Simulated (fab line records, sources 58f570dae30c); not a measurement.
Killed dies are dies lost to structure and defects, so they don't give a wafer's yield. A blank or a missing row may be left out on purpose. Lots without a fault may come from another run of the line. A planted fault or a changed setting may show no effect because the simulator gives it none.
Tool commonality check | flow berkeley_cmos170 | 12 lots, 42 wafers sampled

WHY IT WAS OPENED
At UCB170_NWELL_THK_MEAS_02 the reading NWELL_OXIDE_THK is flagged on 2 of 12 lots. Wafers without a fault read 26.2 nm, standard deviation 0.45.
Rule: a lot is flagged when every wafer of it that has a number lies more than 4 standard deviations from that mean, or none has a number. The other lots count as sound.

lot  | measured    | on            | NWELL_OXIDE_THK (nm), wafer by wafer | flag
L522 | day 2 03:35 | film_metro-02 | 26.0 26.2 26.1                       |
L523 | day 2 03:35 | film_metro-03 | 26.3 26.7 26.4                       |
L524 | day 2 13:29 | film_metro-04 | 26.5 26.4 26.5                       |
L531 | day 4 00:47 | film_metro-03 | 29.3 29.2 28.9 29.3 29.2 28.9        | FLAGGED
L537 | day 5 08:17 | film_metro-04 | 26.8 26.6 27.1                       |
L536 | day 5 08:17 | film_metro-03 | 28.9 28.9 29.1 29.0 28.9 29.1        | FLAGGED
L538 | day 5 14:27 | film_metro-02 | 26.2 26.1 25.8                       |
L541 | day 6 01:02 | film_metro-04 | 25.2 25.5 25.3                       |
L540 | day 6 01:04 | film_metro-02 | 25.5 25.4 25.8                       |
L542 | day 6 11:45 | film_metro-04 | 26.0 26.5 26.4                       |
L543 | day 6 11:46 | film_metro-02 | 25.7 25.7 25.2                       |
L545 | day 6 19:26 | film_metro-02 | 26.9 26.8 26.9                       |
The numbers of the flagged lots are 29.1 nm on average: +2.9 nm against the usual, or +6 standard deviations.

WHICH TOOL RAN EACH LOT
The record holds 0 process steps before the reading, out of a route of 331 steps. In each cell: the tool, then ch and the chambers that the sampled wafers went through, then the start.
lot  | flag
L522 |
L523 |
L524 |
L531 | FLAGGED
L537 |
L536 | FLAGGED
L538 |
L541 |
L540 |
L542 |
L543 |
L545 |
What these steps do:
- UCB170_NWELL_THK_MEAS_02

FLAGGED OVER TOTAL, TOOL BY TOOL (the gauges that took the reading come last)
step                     | tool          | lots run | flagged | share of the flagged lots | sound lots run after its first flagged lot
UCB170_NWELL_THK_MEAS_02 | film_metro-02 | 5        | 0       | none                      | -
UCB170_NWELL_THK_MEAS_02 | film_metro-03 | 3        | 2       | all                       | 0
UCB170_NWELL_THK_MEAS_02 | film_metro-04 | 4        | 0       | none                      | -

WHAT THE TABLE ALLOWS
1 row of the table ran every flagged lot: film_metro-03 at UCB170_NWELL_THK_MEAS_02.
- film_metro-03 at UCB170_NWELL_THK_MEAS_02: 2 of its 3 lots flagged. Its last sound lot is L523 (day 2 03:35), its first flagged lot L531 (day 4 00:47): a fault that began between those two fits.
One tool is left: film_metro-03 at UCB170_NWELL_THK_MEAS_02.

WHAT THE SIMULATOR HAD PUT IN
Metrology matching offset: film_metro-03, from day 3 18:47 on, at UCB170_NWELL_THK_MEAS_02. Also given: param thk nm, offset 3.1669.
Lots struck among those shown: L531, L536. The rule above found the same.
